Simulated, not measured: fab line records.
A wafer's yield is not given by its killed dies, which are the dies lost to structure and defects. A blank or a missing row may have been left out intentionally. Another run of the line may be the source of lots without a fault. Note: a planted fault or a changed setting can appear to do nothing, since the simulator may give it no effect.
2 desks, one fault    flow berkeleyCmos170    each desk holds nothing but its own numbers, with what lay behind them at the end

== AT THE METROLOGY DESK ==
Lot by lot, what the gauges showed, no matter which tool ran the lot: averages of those sampled wafers that carry a number. The brackets show how far a lot's mean lies from the usual mean; more than 4 standard deviations puts the lot out of limits, marked OUT.
Columns: A = SILICIDE_TI_RS at UCB170_SILICIDE_RS_MEAS_02, usual 26.2 ohm/sq; B = SILICIDE_TI_THK at UCB170_SILICIDE_THK_MEAS_03, usual 29.6 nm; C = CONTACT_PSG_THK at UCB170_CONTACT_THK_MEAS_02, usual 700 nm
lot   first seen here  A     B     C
L491  day 9 09:32      25.8  30.0  704
L502  day 11 03:29     27.0  28.8  701
L501  day 11 04:07     26.3  29.5  707
L504  day 11 10:12     26.0  29.7  692
L506  day 12 07:13     26.0  29.9  688
L508  day 12 17:08     26.1  29.6  698
Result from this desk: across the 6 lots, nothing is out of limits.

== THE TOOL OWNER'S DESK: rtpAnneal-02 ==
At UCB170_CONTACT_RTA_08 (time 10 s), the tool's own readings, given per lot that ran on this tool as the mean of the sampled wafers with a number. The brackets show how far a lot's mean lies from the usual mean; more than 4 standard deviations puts the lot out of limits, marked OUT.
Columns: A = lampPowerPct at UCB170_CONTACT_RTA_08, usual 22.08 %; B = wafer_temp_C_max at UCB170_CONTACT_RTA_08, usual 904.3
lot   first seen here  A                 B
L491  day 9 12:50      22.36             904.2
L501  day 11 09:03     24.67 (+8.6) OUT  937.4 (+25) OUT
L504  day 11 13:43     24.66 (+8.6) OUT  938.5 (+26) OUT
Finding of this desk: L501, L504 out of limits; the first was L501 at day 11 09:03, on lampPowerPct at UCB170_CONTACT_RTA_08. L491: within limits.

== TAKEN TOGETHER ==
An alarm could have come from the tool owner's desk at day 11 09:03, on L501, L504.
Nothing out of limits was seen by the metrology desk.
The metrology desk has L501, L504 on record, within its limits.
On rtpAnneal-02, each named lot ran UCB170_CONTACT_RTA_08.

== WHAT THE SIMULATOR HAD PUT IN ==
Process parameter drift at UCB170_CONTACT_RTA_08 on rtpAnneal-02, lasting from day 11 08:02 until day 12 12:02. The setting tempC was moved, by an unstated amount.
Shown lots that were struck: L501, L504.
Time in hours from fault onset to the first out-of-limits reading at each desk: the tool owner's desk, 1.
